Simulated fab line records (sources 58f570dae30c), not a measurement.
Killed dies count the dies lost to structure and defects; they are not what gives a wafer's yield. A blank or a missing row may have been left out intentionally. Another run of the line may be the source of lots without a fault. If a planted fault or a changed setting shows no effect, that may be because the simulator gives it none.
8D (eight disciplines) problem report, filled in by code -- flow berkeleyCmos170 -- the parts of the form that need people (team, actions taken, sign-off) are left out

## 1. WHAT IS WRONG
Wafers free of any fault read 198 nm (standard deviation 4.1) for WELLDRIVE_OXIDE_THK at UCB170_WELLDRIVE_THK_MEAS_02, against a mean of 148 nm on 6 wafers of 2 lots. That is -12 standard deviations from the usual mean.
First observed at day 7 04:44: wafer L749.2, on filmMetro-01. The record holds 42 wafers of 14 lots with a number at this step. Rule for "out" (also "out of limits"): further than 4 standard deviations from the usual mean. The rest of the wafers with a number are treated as sound.

## 2. WHAT IT IS AND WHAT IT IS NOT
question,is,is not
which readings at this step,WELLDRIVE_OXIDE_THK,-
which lots,"L749, L750","L734, L736, L737, L738, L739, L741, L743, L744, L745, L746, L747, L751"
which wafers of those lots,all that have a number,-
read on which gauges,"filmMetro-01, filmMetro-04",filmMetro-02
when,from day 7 04:44,up to then (33 sound wafers); but 3 sound wafers of L751 came after

## 3. THE SUSPECTS, EACH WITH WHAT RULES IT OUT
Counting: a tool stays on the suspect list if, at a process step up to the reading, it processed all lots that are out and no sound lot following the first of them.
- ruled out: the gauge at UCB170_WELLDRIVE_THK_MEAS_02. 2 gauges (filmMetro-01, filmMetro-04) read the wafers that are out.
- furnace-01 at UCB170_WELLDRIVE_OXIDATION_01 (target thk 199 nm, ox time 9000 s): kept. It ran every lot that is out, first L749 (day 7 01:13), and no sound lot after that; its last sound lot up to then is L745 (day 6 07:26). Its own readings are out on those wafers: spikeTcCentreC, spikeTcLoadC, spikeTcSourceC, tubeCenterTempC, tube_center_temp_C_max.
Left after counting: furnace-01 at UCB170_WELLDRIVE_OXIDATION_01.

## 4. THE CAUSE (what the simulator had put in)
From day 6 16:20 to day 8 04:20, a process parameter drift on furnace-01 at UCB170_WELLDRIVE_OXIDATION_01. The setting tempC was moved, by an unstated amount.
Only this tool survived the counting.

## 5. THE CHAIN OF EFFECTS, in route order
Rows list readings where the struck wafers' mean (over those with a number) sits beyond 3 standard deviations from the usual. Only readings whose record carries a usual standard deviation are examined. hours: median over the lots of the time between each lot's start at the first step of this table that gives one and its start at this step. sigmas: the change, counted in usual standard deviations.
hours,step,reading,usual,on struck wafers,change,sigmas
0,UCB170_WELLDRIVE_OXIDATION_01,spikeTcCentreC,1102.3 C,1057.9,-44.4,-32
0,UCB170_WELLDRIVE_OXIDATION_01,spikeTcLoadC,1127.3 C,1081.9,-45.4,-25
0,UCB170_WELLDRIVE_OXIDATION_01,spikeTcSourceC,1125.6 C,1081.0,-44.6,-45
0,UCB170_WELLDRIVE_OXIDATION_01,tubeCenterTempC,1100 C,1056,-44,-99 or more
0,UCB170_WELLDRIVE_OXIDATION_01,tube_center_temp_C_max,1102.8,1059.2,-43.6,-87
4,UCB170_WELLDRIVE_THK_MEAS_02,WELLDRIVE_OXIDE_THK,198 nm,148,-50,-12
Here are the process steps it includes:
- UCB170_WELLDRIVE_OXIDATION_01: target thk 199 nm, ox time 9000 s.
At these later measuring or inspecting steps, every struck wafer for which the step has a row has a number for every such reading, and none has moved that far: UCB170_ACTIVE_CD_MEAS_90.

## 6. HOW IT WOULD HAVE BEEN CAUGHT EARLIER
The first out-of-limits reading at a measuring or inspecting step in this record came at day 7 04:44, 12 hours after the fault's start at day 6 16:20.
Tool's own readings at UCB170_WELLDRIVE_OXIDATION_01, spikeTcCentreC, spikeTcLoadC, spikeTcSourceC, tubeCenterTempC, tube_center_temp_C_max: out on all struck wafers the step has rows for; an alarm limit on them would have tripped on the first.
By day 7 04:44, every lot that is out (2) had started UCB170_WELLDRIVE_OXIDATION_01 on furnace-01. Had the tool been put on hold then, not one of them would have been saved.
